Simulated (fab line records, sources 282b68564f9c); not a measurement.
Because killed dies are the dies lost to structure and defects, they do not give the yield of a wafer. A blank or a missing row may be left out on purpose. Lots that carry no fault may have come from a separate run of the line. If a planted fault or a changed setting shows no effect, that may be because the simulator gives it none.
Tool commonality check / flow rit-cmos / 14 lots, 48 wafers sampled

== WHY THIS WAS OPENED ==
At RIT_ACTIVE_THK_MEAS_02 the reading ACTIVE_OXIDE_THK is flagged on 2 of 14 lots. Fault-free wafers read 46.8 nm, with a standard deviation of 0.97.
Rule: a lot gets a flag if all its wafers with a number sit over 4 standard deviations from that mean, or if no wafer of it has a number. All remaining lots are regarded as sound.

lot=L135; measured=day 1 18:09; on=film-metro-03; ACTIVE_OXIDE_THK (nm), wafer by wafer=47.4 48.0 47.4; flag=
lot=L136; measured=day 1 22:50; on=film-metro-01; ACTIVE_OXIDE_THK (nm), wafer by wafer=48.4 48.7 48.4; flag=
lot=L137; measured=day 2 03:19; on=film-metro-02; ACTIVE_OXIDE_THK (nm), wafer by wafer=46.7 46.3 46.8; flag=
lot=L138; measured=day 2 08:50; on=film-metro-01; ACTIVE_OXIDE_THK (nm), wafer by wafer=46.4 46.0 47.2; flag=
lot=L139; measured=day 2 13:04; on=film-metro-02; ACTIVE_OXIDE_THK (nm), wafer by wafer=47.2 47.9 46.2; flag=
lot=L140; measured=day 2 19:50; on=film-metro-02; ACTIVE_OXIDE_THK (nm), wafer by wafer=45.2 44.7 45.4; flag=
lot=L141; measured=day 2 23:03; on=film-metro-02; ACTIVE_OXIDE_THK (nm), wafer by wafer=46.2 46.0 46.0; flag=
lot=L142; measured=day 3 04:57; on=film-metro-02; ACTIVE_OXIDE_THK (nm), wafer by wafer=48.2 47.9 48.4; flag=
lot=L143; measured=day 3 12:01; on=film-metro-01; ACTIVE_OXIDE_THK (nm), wafer by wafer=45.8 46.2 45.7; flag=
lot=L144; measured=day 3 15:02; on=film-metro-01; ACTIVE_OXIDE_THK (nm), wafer by wafer=46.1 46.6 46.2; flag=
lot=L147; measured=day 4 05:03; on=film-metro-03; ACTIVE_OXIDE_THK (nm), wafer by wafer=72.0 71.6 72.3 71.9 71.7 72.3; flag=FLAGGED
lot=L150; measured=day 4 21:00; on=film-metro-03; ACTIVE_OXIDE_THK (nm), wafer by wafer=69.6 70.4 69.8 69.5 70.4 69.8; flag=FLAGGED
lot=L155; measured=day 5 23:11; on=film-metro-02; ACTIVE_OXIDE_THK (nm), wafer by wafer=45.3 45.8 45.1; flag=
lot=L156; measured=day 6 02:24; on=film-metro-03; ACTIVE_OXIDE_THK (nm), wafer by wafer=45.1 44.7 45.9; flag=
On average the flagged lots' numbers are 70.9 nm, which is +24.1 nm against the usual, or +25 standard deviations.

== WHICH TOOL EACH LOT WENT THROUGH ==
The record holds 1 process step before the reading, out of a route of 202 steps. Every cell lists first the tool, next ch and the chambers used by the sampled wafers, and last the start.
lot=L135; flag=; RIT_ACTIVE_OXIDATION_01=furnace-03 ch 0, day 1 16:13
lot=L136; flag=; RIT_ACTIVE_OXIDATION_01=furnace-03 ch 0, day 1 20:53
lot=L137; flag=; RIT_ACTIVE_OXIDATION_01=furnace-03 ch 0, day 2 01:23
lot=L138; flag=; RIT_ACTIVE_OXIDATION_01=furnace-01 ch 0, day 2 06:54
lot=L139; flag=; RIT_ACTIVE_OXIDATION_01=furnace-03 ch 0, day 2 11:07
lot=L140; flag=; RIT_ACTIVE_OXIDATION_01=furnace-04 ch 0, day 2 17:54
lot=L141; flag=; RIT_ACTIVE_OXIDATION_01=furnace-01 ch 0, day 2 21:07
lot=L142; flag=; RIT_ACTIVE_OXIDATION_01=furnace-03 ch 0, day 3 03:00
lot=L143; flag=; RIT_ACTIVE_OXIDATION_01=furnace-04 ch 0, day 3 10:04
lot=L144; flag=; RIT_ACTIVE_OXIDATION_01=furnace-01 ch 0, day 3 13:06
lot=L147; flag=FLAGGED; RIT_ACTIVE_OXIDATION_01=furnace-03 ch 0, day 4 03:07
lot=L150; flag=FLAGGED; RIT_ACTIVE_OXIDATION_01=furnace-03 ch 0, day 4 19:04
lot=L155; flag=; RIT_ACTIVE_OXIDATION_01=furnace-04 ch 0, day 5 21:13
lot=L156; flag=; RIT_ACTIVE_OXIDATION_01=furnace-04 ch 0, day 6 00:28
What is done by these steps:
- RIT_ACTIVE_OXIDATION_01: target thk 46.8 nm, ox time 3360 s.
- RIT_ACTIVE_THK_MEAS_02

== FLAGGED AGAINST TOTAL, ONE TOOL AT A TIME (gauges that did the reading follow at the end) ==
step=RIT_ACTIVE_OXIDATION_01; tool=furnace-01; lots run=3; flagged=0; share of the flagged lots=none; sound lots run after its first flagged lot=-
step=RIT_ACTIVE_OXIDATION_01; tool=furnace-03; lots run=7; flagged=2; share of the flagged lots=all; sound lots run after its first flagged lot=0
step=RIT_ACTIVE_OXIDATION_01; tool=furnace-04; lots run=4; flagged=0; share of the flagged lots=none; sound lots run after its first flagged lot=-
step=RIT_ACTIVE_THK_MEAS_02; tool=film-metro-01; lots run=4; flagged=0; share of the flagged lots=none; sound lots run after its first flagged lot=-
step=RIT_ACTIVE_THK_MEAS_02; tool=film-metro-02; lots run=6; flagged=0; share of the flagged lots=none; sound lots run after its first flagged lot=-
step=RIT_ACTIVE_THK_MEAS_02; tool=film-metro-03; lots run=4; flagged=2; share of the flagged lots=all; sound lots run after its first flagged lot=1 (L156)

== WHAT THE TABLE ALLOWS ==
In 2 table rows, all flagged lots were run: furnace-03 (RIT_ACTIVE_OXIDATION_01), film-metro-03 (RIT_ACTIVE_THK_MEAS_02).
- furnace-03 at RIT_ACTIVE_OXIDATION_01: 2 of its 7 lots flagged. A fault beginning between L142 (day 3 03:00), its last sound lot, and L147 (day 4 03:07), its first flagged one, fits the data.
- film-metro-03 at RIT_ACTIVE_THK_MEAS_02: 2 of its 4 lots flagged. After the first flagged lot (L156), sound lots still ran on it; a lasting fault on the whole tool would not permit that.
One tool is left: furnace-03 at RIT_ACTIVE_OXIDATION_01.

== WHAT THE SIMULATOR HAD INSERTED ==
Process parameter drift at RIT_ACTIVE_OXIDATION_01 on furnace-03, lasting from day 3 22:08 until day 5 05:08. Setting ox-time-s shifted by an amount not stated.
Struck lots among those shown: L147, L150. The same result came from the rule above.
